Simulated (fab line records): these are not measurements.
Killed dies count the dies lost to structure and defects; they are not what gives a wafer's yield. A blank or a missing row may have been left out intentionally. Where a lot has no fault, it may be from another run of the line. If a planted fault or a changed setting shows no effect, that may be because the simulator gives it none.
Which tool is to blame? + flow rit_cmos + 7 lots with 21 wafers sampled at 2 steps, on a route of 202 steps

## WHAT EACH GAUGE READ, for each wafer
RIT_CONTACT_THK_MEAS_01.
| lot  | measured    | on            | CONTACT_TEOS_THK (nm) |
|------|-------------|---------------|-----------------------|
| L217 | day 3 13:56 | film_metro-03 | 391 392 405           |
| L220 | day 4 08:08 | film_metro-04 | 398 399 411           |
| L222 | day 4 19:45 | film_metro-04 | 399 399 408           |
| L225 | day 5 11:53 | film_metro-03 | 395 400 410           |
| L227 | day 5 19:37 | film_metro-03 | 406 401 404           |
| L230 | day 6 08:57 | film_metro-03 | 393 392 393           |
| L238 | day 8 02:14 | film_metro-03 | 402 409 508           |

## TOOL THAT RAN EACH LOT (tool first, then ch and the chambers of the sampled wafers, then the start)
| lot  | RIT_CONTACT_CVD_00             |
|------|--------------------------------|
| L217 | pecvd-04 ch 0,2, day 3 13:52   |
| L220 | pecvd-04 ch 0,1, day 4 08:04   |
| L222 | pecvd-02 ch 0,1, day 4 19:41   |
| L225 | pecvd-02 ch 0,2, day 5 11:50   |
| L227 | pecvd-03 ch 0,1,2, day 5 19:33 |
| L230 | pecvd-03 ch 0,1, day 6 08:53   |
| L238 | pecvd-04 ch 0,1, day 8 02:11   |
- RIT_CONTACT_CVD_00: deposits SiO2 from TEOS, target thk 400 nm, time 61 s.

## THE ANSWER, worked out from the rows above alone
Rule: what is usual is taken from the lots themselves. Put in order of their means at a reading, lots are off if they are a third of the lots or fewer, leave a main group of 4 or more, and stand apart from it by a gap of 3 or more times the standard deviation of the main group's means; of several such gaps the widest counts. A main group whose means are all the same, to the digits that the tables above print for the reading, isn't used. Also off: a lot with no number at a reading for which 4 or more lots have one. Where the step has rows for the other lots, those lots are counted as sound.
Off: at RIT_CONTACT_THK_MEAS_01 (CONTACT_TEOS_THK), L238. The main group: mean 400 nm, standard deviation 4.
If a tool, at a process step before that reading, ran all the lots that are off and no sound lot after the first of them, it fits. The gauges at RIT_CONTACT_THK_MEAS_01 are tried like those tools. Undecided on this evidence; 2 tools fit (pecvd-04 at RIT_CONTACT_CVD_00, film_metro-03 at RIT_CONTACT_THK_MEAS_01).

## WHAT HAD BEEN PUT IN BY THE SIMULATOR
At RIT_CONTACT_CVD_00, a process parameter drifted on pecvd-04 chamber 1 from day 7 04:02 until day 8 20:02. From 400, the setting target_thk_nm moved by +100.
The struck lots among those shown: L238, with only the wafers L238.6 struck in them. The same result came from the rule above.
